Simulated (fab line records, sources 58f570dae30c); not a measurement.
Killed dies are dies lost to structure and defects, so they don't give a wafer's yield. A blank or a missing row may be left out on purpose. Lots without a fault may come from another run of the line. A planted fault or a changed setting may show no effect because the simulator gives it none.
A struck lot beside a sound one | flow berkeley_cmos170 | 13 steps out of a route of 331
Sound: wafers L869.1, L869.2, L869.6. Struck: wafers L872.1, L872.3, L872.6. The cause comes at the end.
At each step with rows: each side's tool, then ch and its chambers, then its first start. Under that, the readings that differ: sound wafers | struck wafers | difference of the means | sigmas: that difference in standard deviations of wafers without a fault.
alike: readings whose means differ by less than 2 such deviations, and words and numbers that are the same on both sides. not compared: withheld readings, readings that some wafer has no value for, bounds like >300 that may hide the same value, and numbers for which the record gives no deviation and whose values overlap.
The two part at a step that has a row with sigmas, a row that says differs or no value, or rows on one side only. Numbers that don't overlap but have no deviation are shown without sigmas and don't part them. A reading that every wafer of one side lacks parts them only if that side has two wafers or more.

first, 2 steps without rows for these wafers: UCB170_FIELD_CLEAN_00 (cleans in dHF, time 7.5 s); UCB170_FIELD_OXIDATION_01 (target thk 558.3 nm, ox time 7200 s).
UCB170_FIELD_THK_MEAS_02:
  sound on film_metro-03, day 7 00:21; struck on film_metro-03, day 7 22:28
  alike: FIELD_OXIDE_THK
then, 4 steps without rows for these wafers: UCB170_FIELD_ANNEAL_03 (time 1200 s); UCB170_FIELD_WET_ETCH_04 (etches SiO2 in dHF, time 61.03 s); UCB170_FIELD_WET_ETCH_05 (etches Si3N4 in H3PO4, time 12600 s); UCB170_FIELD_WET_ETCH_06 (etches SiO2 in BOE, time 22 s).
UCB170_FIELD_THK_MEAS_90:
  sound on film_metro-04, day 7 09:35; struck on film_metro-02, day 8 07:32
  alike: FIELD_OXIDE_LEFT_1_THK
then, 2 steps without rows for these wafers: UCB170_SACOX_CLEAN_00 (cleans in dHF, time 7.5 s); UCB170_SACOX_OXIDATION_01 (target thk 14.4 nm, ox time 2400 s).
UCB170_SACOX_THK_MEAS_02:
  sound on film_metro-02, day 7 15:28; struck on film_metro-04, day 8 15:22
  alike: SACOX_OXIDE_THK
then, 1 step without rows for these wafers: UCB170_SCREENOX_WET_ETCH_00 (etches SiO2 in dHF, time 200 s).
UCB170_SCREENOX_OXIDATION_01: target thk 14.4 nm, ox time 2400 s.
  sound on furnace-04 ch 0, day 7 19:50; struck on furnace-04, day 8 17:53
  no value came back on the struck wafers for ox_temp_c (C), ox_temp_c_max, zone_power_centre_pct (%); on the sound wafers ox_temp_c (C) reads 899.7 900.0 900.0

WHERE THEY PART
Only at UCB170_SCREENOX_OXIDATION_01, within this record.

WHY: what the simulator had put in
Skipped step whole: furnace-04, from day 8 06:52 on, at UCB170_SCREENOX_OXIDATION_01. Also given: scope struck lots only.
